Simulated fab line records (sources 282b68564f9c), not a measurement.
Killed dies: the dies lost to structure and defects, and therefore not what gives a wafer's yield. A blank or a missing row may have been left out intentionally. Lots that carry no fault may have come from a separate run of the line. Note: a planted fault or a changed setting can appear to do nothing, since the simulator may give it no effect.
Which of the tools did it? -- flow rit_cmos -- Sampling: 6 lots, 18 wafers, 2 of 202 route steps

== WHAT EACH GAUGE READ, for each wafer ==
RIT_M1_RS_MEAS_01: the measuring method here is four-point-probe.
lot,measured,on,M1_AL_RS (ohm/sq)
L180,day 3 10:10,film_metro-04,0.0706 0.0709 0.0717
L182,day 3 21:51,film_metro-04,0.0712 0.0706 0.0714
L189,day 5 11:50,film_metro-01,0.0532 0.0532 0.0530
L195,day 6 14:58,film_metro-02,0.0709 0.0705 0.0709
L198,day 7 05:06,film_metro-04,0.0722 0.0713 0.0723
L202,day 8 00:03,film_metro-04,0.0713 0.0702 0.0706

== TOOL THAT RAN EACH LOT (tool first, then ch and the chambers of the sampled wafers, then the start) ==
lot,RIT_M1_SPUTTER_00
L180,"pvd_sputter-02, day 3 09:52"
L182,"pvd_sputter-02, day 3 21:33"
L189,"pvd_sputter-03, day 5 11:31"
L195,"pvd_sputter-02, day 6 14:41"
L198,"pvd_sputter-04, day 7 04:49"
L202,"pvd_sputter-04, day 7 23:46"
- RIT_M1_SPUTTER_00: material Al, target thk 400 nm, time 500 s.

== THE ANSWER, worked out from the rows above alone ==
Rule: the usual values come from the lots themselves. The widest of any qualifying gaps counts: lots, ordered by their means at a reading, are off when they make up no more than a third of the lots, leave a main group of 4 or more, and stand apart from it by 3 or more times the standard deviation of that group's means. Not used: any main group whose means are identical at the precision the tables above print for the reading. A lot without any number at a reading at which 4 lots or more have one is off too. The other lots that the step has rows for count as sound.
Off: at RIT_M1_RS_MEAS_01 (M1_AL_RS), L189. The main group has a mean of 0.0711 ohm/sq with a standard deviation of 0.00044.
A tool fits if, at a process step before that reading, it ran every lot that is off, and no sound lot after the first of them. Those tools and the gauges at RIT_M1_RS_MEAS_01 are tried in the same way. 2 tools fit, pvd_sputter-03 at RIT_M1_SPUTTER_00 and film_metro-01 at RIT_M1_RS_MEAS_01, so this cannot tell which one it is.

== WHAT THE SIMULATOR HAD PUT IN ==
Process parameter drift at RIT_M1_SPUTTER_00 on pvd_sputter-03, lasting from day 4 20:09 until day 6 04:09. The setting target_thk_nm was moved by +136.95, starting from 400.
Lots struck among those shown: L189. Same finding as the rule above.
